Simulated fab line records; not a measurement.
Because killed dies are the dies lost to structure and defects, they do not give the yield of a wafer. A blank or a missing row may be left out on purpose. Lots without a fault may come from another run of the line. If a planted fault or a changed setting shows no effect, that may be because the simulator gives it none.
2 desks, one fault ; flow rit_cmos ; each desk has only its own numbers; what lay behind them comes last

TOOL OWNER'S DESK, pvd_sputter-04
The tool's own readings at RIT_SILICIDE_SPUTTER_01 (material Ti, target thk 30 nm, time 240 s): means of the sampled wafers that have a number, for each lot that ran on this tool. A lot is out of limits, marked OUT, if its mean lies more than 4 standard deviations from the usual mean; the brackets give that distance.
Columns: A = cathode_dc_power_W at RIT_SILICIDE_SPUTTER_01, usual 349.99 W; B = throttle_valve_pct at RIT_SILICIDE_SPUTTER_01, usual 29.8 %
lot;first seen here;A;B
L108;day 4 10:20;349.94;31.2
L111;day 4 15:15;350.00;31.2
L114;day 5 03:02;349.99;30.3
L116;day 5 11:11;349.98;30.6
L118;day 5 19:59;349.95;30.7
L120;day 6 08:11;349.99;31.1
L123;day 6 23:16;342.48 (-99 or more) OUT;31.1
L125;day 7 08:30;342.44 (-99 or more) OUT;30.7
This desk finds L123, L125 out of limits, L123 being first, at day 6 23:16 (cathode_dc_power_W at RIT_SILICIDE_SPUTTER_01). L108, L111, L114, L116, L118, L120 stayed within limits.

AT THE METROLOGY DESK
What the gauges read for every lot (on any tool): the sampled wafers with a number, averaged. A lot is out of limits, marked OUT, if its mean lies more than 4 standard deviations from the usual mean; the brackets give that distance.
Columns: A = SILICIDE_TI_RS at RIT_SILICIDE_RS_MEAS_02, usual 47.9 ohm/sq; B = SILICIDE_TI_THK at RIT_SILICIDE_THK_MEAS_03, usual 30.0 nm
lot;first seen here;A;B
L106;day 3 22:42;48.8;29.6
L108;day 4 10:31;47.6;30.3
L111;day 4 15:24;47.3;30.5
L114;day 5 03:11;48.7;29.5
L115;day 5 05:44;49.6;29.2
L116;day 5 11:21;47.4;30.1
L117;day 5 15:55;47.3;30.2
L118;day 5 20:11;47.6;30.1
L120;day 6 08:22;48.1;29.8
L123;day 6 23:25;48.7;29.7
L124;day 7 03:17;48.3;29.8
L125;day 7 08:40;49.3;29.4
L127;day 7 21:30;48.6;29.7
L129;day 8 01:59;48.3;29.7
This desk's finding: nothing out of limits on any of the 14 lots.

ALL TOGETHER
The tool owner's desk could have raised an alarm at day 6 23:16, on L123, L125.
From the metrology desk's view, nothing was out of limits.
The metrology desk holds a record of L123, L125, inside its limits.
Every lot named ran RIT_SILICIDE_SPUTTER_01 on pvd_sputter-04.

WHAT THE SIMULATOR HAD INSERTED
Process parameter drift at RIT_SILICIDE_SPUTTER_01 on pvd_sputter-04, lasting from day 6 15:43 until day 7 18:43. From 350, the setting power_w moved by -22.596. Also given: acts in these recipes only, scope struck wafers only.
Struck lots among those shown: L123, L125.
Hours from the fault's start to each desk's first reading out of limits: the tool owner's desk, 8.
